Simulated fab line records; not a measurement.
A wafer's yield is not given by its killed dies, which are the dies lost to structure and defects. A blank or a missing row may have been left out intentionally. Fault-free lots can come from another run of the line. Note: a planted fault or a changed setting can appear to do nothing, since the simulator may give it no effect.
fab line records / flow berkeley-cmos170
record: lots: 6 wafers: 18 last-day: 10
route steps=331 shown ACTIVE@64
lots that met no fault: taken from a fault-free run of the same line
start-h: the number of hours between the record's first day and the start of the first shown wafer of the lot / wait-h: hours since the lot's step before / " the same as in the row above / L1.1+2: a row that stands for several wafers / - no value present, or no start provided / * or withheld: withheld / < > ~ a bound
route shown NAME@n: names a module that has steps shown in the file, with the first one's number in the route / usual: mean and standard deviation over wafers with no fault / same: alike in all rows / chamber/n: place in a boat / sites: the reading at each site / _std_site: the standard deviation of these / _edge_site: outer sites' mean less inner sites' / radius-mm: for every site, how far away it sits from the centre of the wafer / mask NAME#n: copy n / behind: the last tool/chamber to shape the wafer / hold: why the lot went on hold/how many hours it stayed there/how the hold came to an end / device: transistor that didn't switch, given as n, p or np / end of line: tests of these same wafers at the route's end / a step without rows: its recipe alone / killed: count of dies lost to structure and defects at first sort (not the wafer's yield) / map: the dies of a wafer, with x for killed, . for not killed, _ for no die there
set.NAME: the setting that was run; set.NAME@STEP: the one run at that earlier step / model.NAME: the simulator's own value behind a step, which no gauge read
a table for each step, a row for each wafer; lots at some steps of the route
services: a tool's chamber out of use, with start hour (start-h, from the record's first day; less than 0 if before it), hours out, and reason
== steps ==
step: UCB170_ACTIVE_ANNEAL_04
recipe: temp-c: 1000 time-s: 900 ambient: N2
step: UCB170_ACTIVE_CVD_05
recipe: material: Si3N4 target-thk-nm: 220 temp-c: 800 precursor: SiH2Cl2/NH3 time-s: 3300 pressure-mtorr: 200 sih2cl2-flow-sccm: 25 nh3-flow-sccm: 75
step: UCB170_ACTIVE_THK_MEAS_06
recipe: reads: Si3N4_of_ACTIVE_CVD_05
usual: ACTIVE_NITRIDE_THK: 220.6/2.3
lot.wafer=L903.1 tool=film-metro-01 chamber=- start-h=97.89 wait-h=0.0 ACTIVE_NITRIDE_THK[nm]=219.8
lot.wafer=L903.3 tool=film-metro-01 chamber=- start-h=97.89 wait-h=0.0 ACTIVE_NITRIDE_THK[nm]=218.3
lot.wafer=L903.4 tool=film-metro-01 chamber=- start-h=97.89 wait-h=0.0 ACTIVE_NITRIDE_THK[nm]=217.4
lot.wafer=L908.2 tool=film-metro-04 chamber=- start-h=112.76 wait-h=0.0 ACTIVE_NITRIDE_THK[nm]=218.7
lot.wafer=L908.3 tool=film-metro-04 chamber=- start-h=112.76 wait-h=0.0 ACTIVE_NITRIDE_THK[nm]=217.4
lot.wafer=L908.6 tool=film-metro-04 chamber=- start-h=112.76 wait-h=0.0 ACTIVE_NITRIDE_THK[nm]=218.7
lot.wafer=L912.1 tool=film-metro-01 chamber=- start-h=129.14 wait-h=0.0 ACTIVE_NITRIDE_THK[nm]=223.1
lot.wafer=L912.2 tool=film-metro-01 chamber=- start-h=129.14 wait-h=0.0 ACTIVE_NITRIDE_THK[nm]=221.4
lot.wafer=L912.5 tool=film-metro-01 chamber=- start-h=129.14 wait-h=0.0 ACTIVE_NITRIDE_THK[nm]=222.6
lot.wafer=L914.1 tool=film-metro-02 chamber=- start-h=147.73 wait-h=0.0 ACTIVE_NITRIDE_THK[nm]=222.6
lot.wafer=L914.3 tool=film-metro-02 chamber=- start-h=147.73 wait-h=0.0 ACTIVE_NITRIDE_THK[nm]=223.3
lot.wafer=L914.5 tool=film-metro-02 chamber=- start-h=147.73 wait-h=0.0 ACTIVE_NITRIDE_THK[nm]=224.0
lot.wafer=L915.1 tool=film-metro-01 chamber=- start-h=153.66 wait-h=0.0 ACTIVE_NITRIDE_THK[nm]=220.0
lot.wafer=L915.2 tool=film-metro-01 chamber=- start-h=153.66 wait-h=0.0 ACTIVE_NITRIDE_THK[nm]=220.8
lot.wafer=L915.3 tool=film-metro-01 chamber=- start-h=153.66 wait-h=0.0 ACTIVE_NITRIDE_THK[nm]=219.8
lot.wafer=L918.2 tool=film-metro-01 chamber=- start-h=160.44 wait-h=0.0 ACTIVE_NITRIDE_THK[nm]=218.1
lot.wafer=L918.4 tool=film-metro-01 chamber=- start-h=160.44 wait-h=0.0 ACTIVE_NITRIDE_THK[nm]=218.2
lot.wafer=L918.5 tool=film-metro-01 chamber=- start-h=160.44 wait-h=0.0 ACTIVE_NITRIDE_THK[nm]=217.6
step: UCB170_ACTIVE_HMDS_07
recipe: prime-time-s: 60 prime-temp-c: 100
step: UCB170_ACTIVE_COAT_08
recipe: resist: KrF spin-rpm: 1500 resist-thk-nm: 900
step: UCB170_ACTIVE_SOFTBAKE_09
recipe: resist: KrF temp-c: 130 time-s: 60
step: UCB170_ACTIVE_EXPOSE_10
recipe: mask-id: ACTIVE target-cd-nm: 1200 na: 0.5 sigma-outer: 0.6 source-shape: conventional dose-mj: 20
step: UCB170_ACTIVE_PEB_11
recipe: peb-temp-c: 130 peb-time-s: withheld resist: KrF
step: UCB170_ACTIVE_DEVELOP_12
recipe: developer: TMAH develop-time-s: 45 resist: KrF dev-temp-c: 21
step: UCB170_ACTIVE_CD_MEAS_13
recipe: target-cd-nm: 1200
usual: cd-nm: 1199.9/1.4
lot.wafer=L903.1 tool=cd-sem-02 chamber=- start-h=99.17 wait-h=- cd-nm=1198.3
lot.wafer=L903.3 tool=cd-sem-02 chamber=- start-h=99.17 wait-h=- cd-nm=1197.5
lot.wafer=L903.4 tool=cd-sem-02 chamber=- start-h=99.17 wait-h=- cd-nm=1197.8
lot.wafer=L908.2 tool=cd-sem-02 chamber=- start-h=113.85 wait-h=- cd-nm=1200.4
lot.wafer=L908.3 tool=cd-sem-02 chamber=- start-h=113.85 wait-h=- cd-nm=1198.8
lot.wafer=L908.6 tool=cd-sem-02 chamber=- start-h=113.85 wait-h=- cd-nm=1197.9
lot.wafer=L912.1 tool=cd-sem-01 chamber=- start-h=130.77 wait-h=- cd-nm=1198.5
lot.wafer=L912.2 tool=cd-sem-01 chamber=- start-h=130.77 wait-h=- cd-nm=1199.8
lot.wafer=L912.5 tool=cd-sem-01 chamber=- start-h=130.77 wait-h=- cd-nm=1199.4
lot.wafer=L914.1 tool=cd-sem-02 chamber=- start-h=148.75 wait-h=- cd-nm=1202.0
lot.wafer=L914.3 tool=cd-sem-02 chamber=- start-h=148.75 wait-h=- cd-nm=1202.1
lot.wafer=L914.5 tool=cd-sem-02 chamber=- start-h=148.75 wait-h=- cd-nm=1201.0
lot.wafer=L915.1 tool=cd-sem-01 chamber=- start-h=155.09 wait-h=- cd-nm=1196.6
lot.wafer=L915.2 tool=cd-sem-01 chamber=- start-h=155.09 wait-h=- cd-nm=1198.6
lot.wafer=L915.3 tool=cd-sem-01 chamber=- start-h=155.09 wait-h=- cd-nm=1197.6
lot.wafer=L918.2 tool=cd-sem-01 chamber=- start-h=162.04 wait-h=- cd-nm=1202.4
lot.wafer=L918.4 tool=cd-sem-01 chamber=- start-h=162.04 wait-h=- cd-nm=1201.7
lot.wafer=L918.5 tool=cd-sem-01 chamber=- start-h=162.04 wait-h=- cd-nm=1201.5
step: UCB170_ACTIVE_OVL_MEAS_14
usual: ACTIVE_OVL: -2/4.6
lot.wafer=L903.1 tool=overlay-02 chamber=- start-h=99.29 wait-h=0.1 ACTIVE_OVL[nm]=-4
lot.wafer=L903.3 tool=overlay-02 chamber=- start-h=99.29 wait-h=0.1 ACTIVE_OVL[nm]=-10
lot.wafer=L903.4 tool=overlay-02 chamber=- start-h=99.29 wait-h=0.1 ACTIVE_OVL[nm]=-2
lot.wafer=L908.2 tool=overlay-01 chamber=- start-h=113.95 wait-h=0.1 ACTIVE_OVL[nm]=0
lot.wafer=L908.3 tool=overlay-01 chamber=- start-h=113.95 wait-h=0.1 ACTIVE_OVL[nm]=-3
lot.wafer=L908.6 tool=overlay-01 chamber=- start-h=113.95 wait-h=0.1 ACTIVE_OVL[nm]=-1
lot.wafer=L912.1 tool=overlay-01 chamber=- start-h=130.89 wait-h=0.1 ACTIVE_OVL[nm]=1
lot.wafer=L912.2 tool=overlay-01 chamber=- start-h=130.89 wait-h=0.1 ACTIVE_OVL[nm]=1
lot.wafer=L912.5 tool=overlay-01 chamber=- start-h=130.89 wait-h=0.1 ACTIVE_OVL[nm]=3
lot.wafer=L914.1 tool=overlay-01 chamber=- start-h=148.87 wait-h=0.1 ACTIVE_OVL[nm]=-3
lot.wafer=L914.3 tool=overlay-01 chamber=- start-h=148.87 wait-h=0.1 ACTIVE_OVL[nm]=-6
lot.wafer=L914.5 tool=overlay-01 chamber=- start-h=148.87 wait-h=0.1 ACTIVE_OVL[nm]=-10
lot.wafer=L915.1 tool=overlay-02 chamber=- start-h=155.21 wait-h=0.1 ACTIVE_OVL[nm]=9
lot.wafer=L915.2 tool=overlay-02 chamber=- start-h=155.21 wait-h=0.1 ACTIVE_OVL[nm]=7
lot.wafer=L915.3 tool=overlay-02 chamber=- start-h=155.21 wait-h=0.1 ACTIVE_OVL[nm]=9
lot.wafer=L918.2 tool=overlay-02 chamber=- start-h=162.15 wait-h=0.1 ACTIVE_OVL[nm]=-6
lot.wafer=L918.4 tool=overlay-02 chamber=- start-h=162.15 wait-h=0.1 ACTIVE_OVL[nm]=-6
lot.wafer=L918.5 tool=overlay-02 chamber=- start-h=162.15 wait-h=0.1 ACTIVE_OVL[nm]=-5
step: UCB170_ACTIVE_ETCH_15
recipe: chemistry: CH3F/Ar/O2 target: Si3N4 stop-on: SiO2 CH3F_flow_sccm: 20 Ar_flow_sccm: 50 O2_flow_sccm: 7 pressure-mtorr: 50 rf-w: 450 target-depth-a: 2420 over-etch-frac: 0.1 time-s: 151
usual: O2_flow_sccm: 6.999/0.022 chamber-pressure-mTorr: 49.99/0.043 drypump-motor-current-A: 5.9/0.38 oes-product-au: 0.942/0.014 throttle-valve-pct: 8.05/0.11
lot.wafer=L903.1 tool=rie-diel-04 chamber=0 start-h=99.32 wait-h=0.0 O2_flow_sccm=7.034 chamber-pressure-mTorr=49.95 drypump-motor-current-A=5.3 oes-product-au=0.937 rf-hours-counter-h=151 throttle-valve-pct=8.17
lot.wafer=L903.3 tool=rie-diel-04 chamber=1 start-h=99.32 wait-h=0.0 O2_flow_sccm=7.010 chamber-pressure-mTorr=50.01 drypump-motor-current-A=6.1 oes-product-au=0.958 rf-hours-counter-h=13 throttle-valve-pct=7.94
lot.wafer=L903.4 tool=rie-diel-04 chamber=3 start-h=99.32 wait-h=0.0 O2_flow_sccm=7.014 chamber-pressure-mTorr=50.03 drypump-motor-current-A=6.8 oes-product-au=0.936 rf-hours-counter-h=6 throttle-valve-pct=7.95
lot.wafer=L908.2 tool=rie-diel-02 chamber=2 start-h=113.98 wait-h=0.0 O2_flow_sccm=7.012 chamber-pressure-mTorr=50.04 drypump-motor-current-A=5.5 oes-product-au=0.932 rf-hours-counter-h=148 throttle-valve-pct=8.12
lot.wafer=L908.3 tool=rie-diel-02 chamber=0 start-h=113.98 wait-h=0.0 O2_flow_sccm=6.998 chamber-pressure-mTorr=50.02 drypump-motor-current-A=6.0 oes-product-au=0.950 rf-hours-counter-h=144 throttle-valve-pct=8.22
lot.wafer=L908.6 tool=rie-diel-02 chamber=1 start-h=113.98 wait-h=0.0 O2_flow_sccm=7.014 chamber-pressure-mTorr=50.00 drypump-motor-current-A=5.8 oes-product-au=0.930 rf-hours-counter-h=- throttle-valve-pct=8.12
lot.wafer=L912.1 tool=rie-diel-04 chamber=0 start-h=130.93 wait-h=0.0 O2_flow_sccm=7.029 chamber-pressure-mTorr=49.98 drypump-motor-current-A=5.3 oes-product-au=0.954 rf-hours-counter-h=152 throttle-valve-pct=8.18
lot.wafer=L912.2 tool=rie-diel-04 chamber=3 start-h=130.93 wait-h=0.0 O2_flow_sccm=6.988 chamber-pressure-mTorr=49.94 drypump-motor-current-A=6.8 oes-product-au=0.944 rf-hours-counter-h=6 throttle-valve-pct=7.93
lot.wafer=L912.5 tool=rie-diel-04 chamber=2 start-h=130.93 wait-h=0.0 O2_flow_sccm=7.000 chamber-pressure-mTorr=50.02 drypump-motor-current-A=5.8 oes-product-au=0.927 rf-hours-counter-h=- throttle-valve-pct=7.92
lot.wafer=L914.1 tool=rie-diel-04 chamber=3 start-h=148.91 wait-h=0.0 O2_flow_sccm=6.959 chamber-pressure-mTorr=49.98 drypump-motor-current-A=6.8 oes-product-au=0.951 rf-hours-counter-h=6 throttle-valve-pct=7.92
lot.wafer=L914.3 tool=rie-diel-04 chamber=2 start-h=148.91 wait-h=0.0 O2_flow_sccm=6.982 chamber-pressure-mTorr=50.00 drypump-motor-current-A=5.8 oes-product-au=0.940 rf-hours-counter-h=138 throttle-valve-pct=7.92
lot.wafer=L914.5 tool=rie-diel-04 chamber=2 start-h=148.91 wait-h=0.0 O2_flow_sccm=6.976 chamber-pressure-mTorr=50.02 drypump-motor-current-A=5.8 oes-product-au=0.936 rf-hours-counter-h=- throttle-valve-pct=7.94
lot.wafer=L915.1 tool=rie-diel-04 chamber=1 start-h=155.25 wait-h=0.0 O2_flow_sccm=6.986 chamber-pressure-mTorr=50.02 drypump-motor-current-A=6.1 oes-product-au=0.965 rf-hours-counter-h=14 throttle-valve-pct=7.94
lot.wafer=L915.2 tool=rie-diel-04 chamber=2 start-h=155.25 wait-h=0.0 O2_flow_sccm=7.011 chamber-pressure-mTorr=50.02 drypump-motor-current-A=5.8 oes-product-au=0.933 rf-hours-counter-h=139 throttle-valve-pct=7.92
lot.wafer=L915.3 tool=rie-diel-04 chamber=3 start-h=155.25 wait-h=0.0 O2_flow_sccm=7.007 chamber-pressure-mTorr=50.03 drypump-motor-current-A=6.8 oes-product-au=0.944 rf-hours-counter-h=7 throttle-valve-pct=7.94
lot.wafer=L918.2 tool=rie-diel-04 chamber=2 start-h=162.18 wait-h=0.0 O2_flow_sccm=7.009 chamber-pressure-mTorr=50.00 drypump-motor-current-A=5.8 oes-product-au=0.919 rf-hours-counter-h=139 throttle-valve-pct=7.92
lot.wafer=L918.4 tool=rie-diel-04 chamber=3 start-h=162.18 wait-h=0.0 O2_flow_sccm=7.014 chamber-pressure-mTorr=50.02 drypump-motor-current-A=6.8 oes-product-au=0.933 rf-hours-counter-h=- throttle-valve-pct=7.94
lot.wafer=L918.5 tool=rie-diel-04 chamber=1 start-h=162.18 wait-h=0.0 O2_flow_sccm=6.994 chamber-pressure-mTorr=49.90 drypump-motor-current-A=6.1 oes-product-au=0.950 rf-hours-counter-h=- throttle-valve-pct=7.92
step: UCB170_ACTIVE_STRIP_16
recipe: chemistry: O2 power-w: 400 pressure-mtorr: 3500 platen-temp-c: withheld o2-flow-sccm: 400 overash-fraction: 0.5
usual: chamber-pressure-mTorr: 3500/3 drypump-motor-current-A: 5.8/0.4 oes-product-au: 0.721/0.0046 overash-fraction: 0.5/0 strip-time-to-endpoint-s: 18.08/0.099
lot.wafer=L903.1 tool=plasma-asher-04 chamber=0 start-h=99.42 wait-h=0.1 chamber-pressure-mTorr=3499 drypump-motor-current-A=6.6 oes-product-au=0.729 overash-fraction=0.5 rf-hours-counter-h=42 strip-time-to-endpoint-s=17.93 model.KrF_of_ACTIVE_COAT_08.thk-nm=0
lot.wafer=L903.3 tool=plasma-asher-04 chamber=0 start-h=99.42 wait-h=0.1 chamber-pressure-mTorr=3498 drypump-motor-current-A=6.6 oes-product-au=0.716 overash-fraction=0.5 rf-hours-counter-h=- strip-time-to-endpoint-s=17.99 model.KrF_of_ACTIVE_COAT_08.thk-nm=0
lot.wafer=L903.4 tool=plasma-asher-04 chamber=1 start-h=99.42 wait-h=0.1 chamber-pressure-mTorr=3504 drypump-motor-current-A=5.9 oes-product-au=0.727 overash-fraction=0.5 rf-hours-counter-h=- strip-time-to-endpoint-s=18.04 model.KrF_of_ACTIVE_COAT_08.thk-nm=0
lot.wafer=L908.2 tool=plasma-asher-03 chamber=0 start-h=114.09 wait-h=0.1 chamber-pressure-mTorr=3497 drypump-motor-current-A=5.5 oes-product-au=0.722 overash-fraction=0.5 rf-hours-counter-h=41 strip-time-to-endpoint-s=18.03 model.KrF_of_ACTIVE_COAT_08.thk-nm=0
lot.wafer=L908.3 tool=plasma-asher-03 chamber=0 start-h=114.09 wait-h=0.1 chamber-pressure-mTorr=3498 drypump-motor-current-A=5.5 oes-product-au=0.720 overash-fraction=0.5 rf-hours-counter-h=- strip-time-to-endpoint-s=18.14 model.KrF_of_ACTIVE_COAT_08.thk-nm=0
lot.wafer=L908.6 tool=plasma-asher-03 chamber=0 start-h=114.09 wait-h=0.1 chamber-pressure-mTorr=3498 drypump-motor-current-A=5.5 oes-product-au=0.723 overash-fraction=0.5 rf-hours-counter-h=- strip-time-to-endpoint-s=18.11 model.KrF_of_ACTIVE_COAT_08.thk-nm=0
lot.wafer=L912.1 tool=plasma-asher-02 chamber=1 start-h=131.03 wait-h=0.1 chamber-pressure-mTorr=3503 drypump-motor-current-A=5.8 oes-product-au=0.715 overash-fraction=0.5 rf-hours-counter-h=45 strip-time-to-endpoint-s=18.02 model.KrF_of_ACTIVE_COAT_08.thk-nm=0
lot.wafer=L912.2 tool=plasma-asher-02 chamber=0 start-h=131.03 wait-h=0.1 chamber-pressure-mTorr=3495 drypump-motor-current-A=5.6 oes-product-au=0.726 overash-fraction=0.5 rf-hours-counter-h=45 strip-time-to-endpoint-s=18.14 model.KrF_of_ACTIVE_COAT_08.thk-nm=0
lot.wafer=L912.5 tool=plasma-asher-02 chamber=1 start-h=131.03 wait-h=0.1 chamber-pressure-mTorr=3500 drypump-motor-current-A=5.7 oes-product-au=0.718 overash-fraction=0.5 rf-hours-counter-h=- strip-time-to-endpoint-s=18.03 model.KrF_of_ACTIVE_COAT_08.thk-nm=0
lot.wafer=L914.1 tool=plasma-asher-04 chamber=0 start-h=149.01 wait-h=0.1 chamber-pressure-mTorr=- drypump-motor-current-A=- oes-product-au=- overash-fraction=- rf-hours-counter-h=- strip-time-to-endpoint-s=- model.KrF_of_ACTIVE_COAT_08.thk-nm=726.9
lot.wafer=L914.3 tool=plasma-asher-04 chamber=1 start-h=149.01 wait-h=0.1 chamber-pressure-mTorr=- drypump-motor-current-A=- oes-product-au=- overash-fraction=- rf-hours-counter-h=- strip-time-to-endpoint-s=- model.KrF_of_ACTIVE_COAT_08.thk-nm=720.7
lot.wafer=L914.5 tool=plasma-asher-04 chamber=1 start-h=149.01 wait-h=0.1 chamber-pressure-mTorr=- drypump-motor-current-A=- oes-product-au=- overash-fraction=- rf-hours-counter-h=- strip-time-to-endpoint-s=- model.KrF_of_ACTIVE_COAT_08.thk-nm=726.6
lot.wafer=L915.1 tool=plasma-asher-02 chamber=0 start-h=155.35 wait-h=0.1 chamber-pressure-mTorr=- drypump-motor-current-A=- oes-product-au=- overash-fraction=- rf-hours-counter-h=- strip-time-to-endpoint-s=- model.KrF_of_ACTIVE_COAT_08.thk-nm=724.9
lot.wafer=L915.2 tool=plasma-asher-02 chamber=1 start-h=155.35 wait-h=0.1 chamber-pressure-mTorr=- drypump-motor-current-A=- oes-product-au=- overash-fraction=- rf-hours-counter-h=- strip-time-to-endpoint-s=- model.KrF_of_ACTIVE_COAT_08.thk-nm=721.9
lot.wafer=L915.3 tool=plasma-asher-02 chamber=1 start-h=155.35 wait-h=0.1 chamber-pressure-mTorr=- drypump-motor-current-A=- oes-product-au=- overash-fraction=- rf-hours-counter-h=- strip-time-to-endpoint-s=- model.KrF_of_ACTIVE_COAT_08.thk-nm=727
lot.wafer=L918.2 tool=plasma-asher-02 chamber=1 start-h=162.28 wait-h=0.1 chamber-pressure-mTorr=3503 drypump-motor-current-A=5.8 oes-product-au=0.722 overash-fraction=0.5 rf-hours-counter-h=50 strip-time-to-endpoint-s=17.96 model.KrF_of_ACTIVE_COAT_08.thk-nm=0
lot.wafer=L918.4 tool=plasma-asher-02 chamber=1 start-h=162.28 wait-h=0.1 chamber-pressure-mTorr=3501 drypump-motor-current-A=5.8 oes-product-au=0.712 overash-fraction=0.5 rf-hours-counter-h=- strip-time-to-endpoint-s=18.14 model.KrF_of_ACTIVE_COAT_08.thk-nm=0
lot.wafer=L918.5 tool=plasma-asher-02 chamber=0 start-h=162.28 wait-h=0.1 chamber-pressure-mTorr=3500 drypump-motor-current-A=5.6 oes-product-au=0.728 overash-fraction=0.5 rf-hours-counter-h=- strip-time-to-endpoint-s=18.12 model.KrF_of_ACTIVE_COAT_08.thk-nm=0
step: UCB170_ACTIVE_CD_MEAS_90
recipe: target-cd-nm: 1200
usual: cd-nm: 1199.9/1.4
lot.wafer=L903.1 tool=cd-sem-02 chamber=- start-h=99.52 wait-h=0.1 cd-nm=1198.0
lot.wafer=L903.3 tool=cd-sem-02 chamber=- start-h=99.52 wait-h=0.1 cd-nm=1197.9
lot.wafer=L903.4 tool=cd-sem-02 chamber=- start-h=99.52 wait-h=0.1 cd-nm=1197.9
lot.wafer=L908.2 tool=cd-sem-02 chamber=- start-h=114.21 wait-h=0.1 cd-nm=1200.1
lot.wafer=L908.3 tool=cd-sem-02 chamber=- start-h=114.21 wait-h=0.1 cd-nm=1198.6
lot.wafer=L908.6 tool=cd-sem-02 chamber=- start-h=114.21 wait-h=0.1 cd-nm=1197.7
lot.wafer=L912.1 tool=cd-sem-01 chamber=- start-h=131.17 wait-h=0.1 cd-nm=1198.2
lot.wafer=L912.2 tool=cd-sem-01 chamber=- start-h=131.17 wait-h=0.1 cd-nm=1200.0
lot.wafer=L912.5 tool=cd-sem-01 chamber=- start-h=131.17 wait-h=0.1 cd-nm=1199.3
lot.wafer=L914.1 tool=cd-sem-01 chamber=- start-h=149.11 wait-h=0.1 cd-nm=1201.9
lot.wafer=L914.3 tool=cd-sem-01 chamber=- start-h=149.11 wait-h=0.1 cd-nm=1202.2
lot.wafer=L914.5 tool=cd-sem-01 chamber=- start-h=149.11 wait-h=0.1 cd-nm=1201.1
lot.wafer=L915.1 tool=cd-sem-01 chamber=- start-h=155.45 wait-h=0.1 cd-nm=1196.3
lot.wafer=L915.2 tool=cd-sem-01 chamber=- start-h=155.45 wait-h=0.1 cd-nm=1198.6
lot.wafer=L915.3 tool=cd-sem-01 chamber=- start-h=155.45 wait-h=0.1 cd-nm=1198.0
lot.wafer=L918.2 tool=cd-sem-02 chamber=- start-h=162.44 wait-h=0.1 cd-nm=1202.2
lot.wafer=L918.4 tool=cd-sem-02 chamber=- start-h=162.44 wait-h=0.1 cd-nm=1202.1
lot.wafer=L918.5 tool=cd-sem-02 chamber=- start-h=162.44 wait-h=0.1 cd-nm=1202.2
== services ==
tool=rie-diel-02 chamber=3 start-h=105.18 hours=4.4 kind=repair
tool=plasma-asher-04 chamber=- start-h=108.75 hours=9.0 kind=pm
tool=plasma-asher-04 chamber=0 start-h=108.75 hours=9.0 kind=vent-cycle
tool=plasma-asher-04 chamber=1 start-h=108.75 hours=9.0 kind=vent-cycle
tool=plasma-asher-04 chamber=0 start-h=117.75 hours=- kind=clean
tool=plasma-asher-04 chamber=1 start-h=117.75 hours=- kind=clean
tool=rie-diel-04 chamber=3 start-h=118.72 hours=8.6 kind=repair
tool=rie-diel-04 chamber=1 start-h=125.42 hours=4.4 kind=repair
tool=plasma-asher-04 chamber=- start-h=140.63 hours=4.3 kind=repair
tool=rie-diel-04 chamber=0 start-h=151.13 hours=- kind=clean
tool=rie-diel-04 chamber=0 start-h=151.13 hours=24.6 kind=scheduled-down
tool=rie-diel-04 chamber=0 start-h=151.13 hours=24.6 kind=vent-cycle
== key ==
first-sign: step: UCB170_ACTIVE_STRIP_16 reading: tool-record direction: missing
effect none on later readings
model-effect: step: UCB170_ACTIVE_STRIP_16 value: KrF_of_ACTIVE_COAT_08.thk-nm without: 0 struck: 724.7
met-at UCB170_ACTIVE_STRIP_16
struck-wafers L914.1,L914.3,L914.5,L915.1,L915.2,L915.3
later-rows-left-out L914.1,L914.3,L914.5,L915.1,L915.2,L915.3
sort-left-out L914.1,L914.3,L914.5,L915.1,L915.2,L915.3
tester-left-out L914,L915
onset-between 131.03 149.01
fault: kind: skipped-step-whole tool: plasma-asher-02,plasma-asher-04 chamber: - onset-h: 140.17 steps: UCB170_ACTIVE_STRIP_16 scope: struck-lots-only
tester-left-out: of these lots the tester's yield and bins aren't shown, on N5 and GAA mostly nor the transistor test; their killed dies are dies lost to structure and defects alone, not to doping, threshold or leakage, so they don't give the yield
sort-left-out: the simulated sort isn't trusted on such a fault, so these wafers' sort isn't shown, and their yield isn't known
later-rows-left-out: the simulator's readings of these wafers behind a module that went badly wrong aren't trusted and aren't shown, but for the sort
